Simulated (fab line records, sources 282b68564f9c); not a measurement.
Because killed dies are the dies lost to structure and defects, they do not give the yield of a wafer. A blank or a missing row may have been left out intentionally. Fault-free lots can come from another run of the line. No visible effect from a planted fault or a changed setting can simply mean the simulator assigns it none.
A struck lot beside a sound one | flow ritCmos | 34 steps out of a route of 202
Sound: these wafers, L659.2, L659.5, L659.6. Wafers L665.1, L665.4, L665.6 were the ones struck. The cause is given at the end.
Order at every step that has rows: each side's tool, ch and its chambers, its first start. Under that, the readings that differ: sound wafers | struck wafers | difference of the means | sigmas: that difference in standard deviations of wafers without a fault.
alike: a reading whose means differ by less than 2 such deviations, as well as words and numbers matching on both sides. not compared: withheld readings; readings where some wafer has no value; bounds like >300 that might hide an equal value; numbers whose values overlap and for which the record gives no deviation.
A row with sigmas, a row that says differs or no value, or rows on one side alone: a step with any of these is where the two part. When numbers do not overlap yet have no deviation, they are printed without sigmas and do not part them. A reading missing from all wafers of one side parts the sides only when that side holds two or more wafers.

first, 2 steps without rows for these wafers: RIT_SPACER_CLEAN_02 (cleans in SC2, time 600 s); RIT_SPACER_CVD_03 (deposits Si3N4 from SiH2Cl2/NH3, target thk 250 nm, time 3300 s).
RIT_SPACER_THK_MEAS_04:
  sound: filmMetro-03 at day 4 11:54; struck: filmMetro-03 at day 5 19:40
  alike: SPACER_NITRIDE_THK
RIT_SPACER_ETCHBACK_05: etches Si3N4 in SF6/CHF3, stops on SiO2, target depth 250 nm, time 240 s.
  sound on rieDiel-04 ch 0,2,3, day 4 11:57; struck on rieDiel-01 ch 0,1,3, day 5 19:44
  alike: drypumpMotorCurrentA, oesProductAu, throttleValvePct
  not compared: rfHoursCounterH
then, 6 steps without rows for these wafers: RIT_NSD_HMDS_00 (prime time 60 s); RIT_NSD_COAT_01 (resist thk 1000 nm); RIT_NSD_SOFTBAKE_02 (time 60 s); RIT_NSD_EXPOSE_03 (exposes mask M9, target cd 40700 nm); RIT_NSD_PEB_04; RIT_NSD_DEVELOP_05 (develop time 50 s).
RIT_NSD_OVL_MEAS_06:
  sound: overlay-02 at day 4 13:05; struck: overlay-02 at day 5 20:44
  alike: NSD_OVL
then, 1 step without rows for these wafers: RIT_NSD_HARDBAKE_07 (time 60 s).
RIT_NSD_IMPLANT_08:
  sound on implanter-04 ch 0, day 4 13:17; struck on implanter-04 ch 0, day 5 20:55
reading          | sound                          | struck                      | difference | sigmas
doseIonsCm2      | 9.982e+14 9.997e+14 1.0007e+15 | 6.717e+14 6.711e+14 6.7e+14 | -3.286e+14 | -99 or more
faradayCurrentUA | 3180 3040 3139                 | 2130 2144 2070              | -1005      | -16
  alike: endStationPressureTorr
RIT_NSD_STRIP_09: strips in O2, time 180 s.
  sound on plasmaAsher-02 ch 0,1, day 4 13:25; struck on plasmaAsher-04 ch 0,1, day 5 21:04
  alike: drypumpMotorCurrentA
  not compared: rfHoursCounterH
RIT_NSD_TW_MEAS_10:
  sound: filmMetro-03 at day 4 13:36; struck: filmMetro-03 at day 5 21:14
reading | sound          | struck         | difference | sigmas
NSD_TW  | 3150 3141 3168 | 2900 2908 2886 | -255       | -14
then, 6 steps without rows for these wafers: RIT_PSD_HMDS_00 (prime time 60 s); RIT_PSD_COAT_01 (resist thk 1000 nm); RIT_PSD_SOFTBAKE_02 (time 60 s); RIT_PSD_EXPOSE_03 (exposes mask M10, target cd 40900 nm); RIT_PSD_PEB_04; RIT_PSD_DEVELOP_05 (develop time 50 s).
RIT_PSD_OVL_MEAS_06:
  sound: overlay-01 at day 4 14:30; struck: overlay-02 at day 5 22:09
  alike: PSD_OVL
then, 2 steps without rows for these wafers: RIT_PSD_HARDBAKE_07 (time 60 s); RIT_PSD_IMPLANT_08.
RIT_PSD_STRIP_09: strips in O2, time 180 s.
  sound on plasmaAsher-02 ch 0,1, day 4 14:50; struck on plasmaAsher-01 ch 0,1, day 5 22:29
  alike: drypumpMotorCurrentA
  not compared: rfHoursCounterH
RIT_PSD_TW_MEAS_10:
  sound: filmMetro-04 at day 4 15:01; struck: filmMetro-03 at day 5 22:40
reading | sound          | struck         | difference | sigmas
PSD_TW  | 3510 3491 3519 | 3460 3468 3475 | -39        | -2
then, 3 steps without rows for these wafers: RIT_SDANNEAL_CLEAN_00 (cleans in SC1, time 600 s); RIT_SDANNEAL_CLEAN_01 (cleans in dHF, time 30 s); RIT_SDANNEAL_CLEAN_02 (cleans in SC2, time 600 s).
RIT_SDANNEAL_RTA_03: time 5 s.
  sound on rtpAnneal-01 ch 0, day 4 15:28; struck on rtpAnneal-01 ch 0, day 5 23:06
  alike: wafer_temp_C_max
RIT_SDANNEAL_RS_MEAS_04: the measuring method here is four-point-probe.
  sound: filmMetro-04 at day 4 15:32; struck: filmMetro-03 at day 5 23:10
reading         | sound             | struck            | difference | sigmas
PSD_RS (ohm/sq) | 116.4 116.6 116.3 | 115.8 115.7 115.8 | -0.7       | -2
RIT_SDANNEAL_RS_MEAS_05: the measuring method here is four-point-probe.
  sound: filmMetro-04 at day 4 15:39; struck: filmMetro-03 at day 5 23:17
reading         | sound             | struck               | difference | sigmas
NSD_RS (ohm/sq) | 84.73 84.78 84.73 | 116.79 117.00 116.52 | +32.02     | +99 or more
RIT_SDANNEAL_RS_MEAS_06: the measuring method here is four-point-probe.
  sound: filmMetro-04 at day 4 15:46; struck: filmMetro-03 at day 5 23:24
  alike: PLDD_RS
RIT_M1_PROBE_99:
  sound: prober-02 at day 4 23:00; struck: prober-02 at day 6 06:31
reading                             | sound             | struck            | difference | sigmas
model.etest.nmos_0p3.rOnOhmUm       | 2132 2145 2128    | 2278 2309 2308    | +163       | 
model.etest.nmos_0p15.rOnOhmUm      | 1122 1158 1121    | 1203 1273 1235    | +103       | 
model.etest.contactNplus.endOhmUm   | 38.81 40.03 39.44 | 74.98 78.53 77    | +37.41     | 
model.etest.nmos_0p15.driveUaUm     | 466.1 454.2 473   | 446.8 441.3 451.5 | -17.9      | 
model.etest.nmosNarrow.driveUaUm    | 227.8 222.3 224.8 | 211 213 212.8     | -13        | 
model.etest.nmos_0p3.driveUaUm      | 231.1 226.1 232.3 | 212.5 214.6 213.9 | -16.2      | 
model.etest.nmos_0p15.toxInvNm (nm) | 4.417 4.454 4.418 | 4.861 4.713 4.743 | +0.343     | 
  alike: killedAtFrontEnd, killedDies, killedOpen, killedShort
  not compared: model.etest.nmos_0p15.junctionLog10AUm

WHERE THEY PART
Earliest at RIT_NSD_IMPLANT_08; latest, in this record, at RIT_SDANNEAL_RS_MEAS_05. Later steps at which nothing parts them and some readings are alike: RIT_SDANNEAL_RS_MEAS_06, RIT_M1_PROBE_99.

WHY: what had been put in by the simulator
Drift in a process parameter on implanter-04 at RIT_NSD_IMPLANT_08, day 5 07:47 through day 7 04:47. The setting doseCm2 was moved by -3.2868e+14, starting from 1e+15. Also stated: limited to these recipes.
